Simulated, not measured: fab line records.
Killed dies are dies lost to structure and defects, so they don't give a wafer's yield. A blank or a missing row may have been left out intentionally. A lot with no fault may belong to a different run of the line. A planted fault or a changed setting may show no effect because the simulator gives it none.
Split-lot trial ; flow rit_cmos ; 23 wafers read from 5 lots, route of 202 steps

## THE SPLIT
At RIT_NRETRO_COAT_01 (resist thk 1300 nm), the setting spin_rpm was moved away from the recipe's 2000 rpm on 7 of the 23 wafers read, by +4.1% to +6.2%. For the rest of the wafers, this setting stayed at what the recipe calls for.

## FROM SPLIT TO READING: 1 step shown by the file between the two
- RIT_NRETRO_DEVELOP_05: develop time 68 s (also split here: develop_time_s)

## THE READING
NOVOLAK_of_NRETRO_COAT_01.thk_nm (the simulator's own value, which no gauge read), in nm, at RIT_NRETRO_HARDBAKE_07 (time 120 s). There is no usual value for it anywhere in the file. The 16 wafers here that ran the recipe average 1136 nm, standard deviation 3 nm.

wafer;tool, chamber at the split;spin_rpm as run, rpm;against the recipe;NOVOLAK_of_NRETRO_COAT_01.thk_nm, nm;against lot-mates on the recipe
L074.2;litho_track-04, 0;2113;+5.6%;1104;-32
L074.3;litho_track-04, 0;2000;recipe;1138;-
L074.4;litho_track-04, 0;2000;recipe;1135;-
L074.5;litho_track-04, 0;2000;recipe;1135;-
L074.6;litho_track-04, 0;2113;+5.6%;1103;-33
L076.1;litho_track-02, 0;2082;+4.1%;1117;-24
L076.3;litho_track-02, 0;2082;+4.1%;1117;-24
L076.4;litho_track-02, 0;2082;+4.1%;1117;-24
L076.2;litho_track-02, 0;2000;recipe;1140;-
L076.5;litho_track-02, 0;2000;recipe;1143;-
L077.1;litho_track-01, 0;2000;recipe;1136;-
L077.2;litho_track-01, 0;2124;+6.2%;1103;-33
L077.5;litho_track-01, 0;2124;+6.2%;1103;-33
L077.4;litho_track-01, 0;2000;recipe;1135;-
L077.6;litho_track-01, 0;2000;recipe;1138;-
L082.1;litho_track-02, 0;2000;recipe;1133;-
L082.2;litho_track-02, 0;2000;recipe;1134;-
L082.3;litho_track-02, 0;2000;recipe;1132;-
L083.1;litho_track-01, 0;2000;recipe;1139;-
L083.3;litho_track-01, 0;2000;recipe;1132;-
L083.4;litho_track-01, 0;2000;recipe;1133;-
L083.5;litho_track-01, 0;2000;recipe;1133;-
L083.6;litho_track-01, 0;2000;recipe;1136;-

FIT RESULTS
A straight line over all 23 wafers: NOVOLAK_of_NRETRO_COAT_01.thk_nm changes by -5.26 nm for each +1% of spin_rpm; r = -0.98; the points scatter about the line by 3 nm.
The same after taking each lot's own level away (the mean of its wafers on the recipe; 23 wafers): -5.64 nm for each +1%; r = -0.99; scatter 1.7 nm.
That fit puts the effect of the largest move of spin_rpm on the reading at 35 nm.
From 1133.0 to 1141.5 nm: that is the span of the lots' own levels, equal to 2.8 times the standard deviation above.
Hence the lot-to-lot level has little effect on the slope; both slopes agree.
Check: -35.5 nm against its lot-mates is what the line predicts for one of the wafers moved furthest among these (+6.2%) when that wafer is left out of the fit. Against them it came out at -33.3 nm.

## FURTHER SPLITS ON THESE WAFERS
Before the reading, these wafers also passed through other splits. Each is held against what the fit with the lots' levels taken away leaves over:
other split on the same wafers;wafers away from the commonest value;r with NOVOLAK_of_NRETRO_COAT_01.thk_nm (lot level and that fit taken away)
RIT_ACTIVE_CVD_03 time_s;10;+0.13
RIT_ACTIVE_COAT_06 spin_rpm;7;-0.16
RIT_ACTIVE_ETCH_13 pressure_mtorr;15;+0.06
RIT_NWELL_IMPLANT_08 dose_cm2;6;+0.23
RIT_PWELL_STRIP_09 o2_flow_sccm;9;+0.03
RIT_NRETRO_DEVELOP_05 develop_time_s;7;-0.07

## THE WHOLE CHAIN: every reading that the file lists as answering this split, in the file's order
step;what it does;reading;change (the file's fit);r (the file's)
RIT_NRETRO_COAT_01;resist thk 1300 nm;NOVOLAK_of_NRETRO_COAT_01.thk_nm (the simulator's own value, which no gauge read);-6.53 nm for each +1% of the setting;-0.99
RIT_NRETRO_HARDBAKE_07;time 120 s;NOVOLAK_of_NRETRO_COAT_01.thk_nm (the simulator's own value, which no gauge read);-5.63 nm for each +1% of the setting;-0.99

## FILE'S OWN FIT
NOVOLAK_of_NRETRO_COAT_01.thk_nm changes by -5.63 nm for each +1% of spin_rpm, r = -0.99.
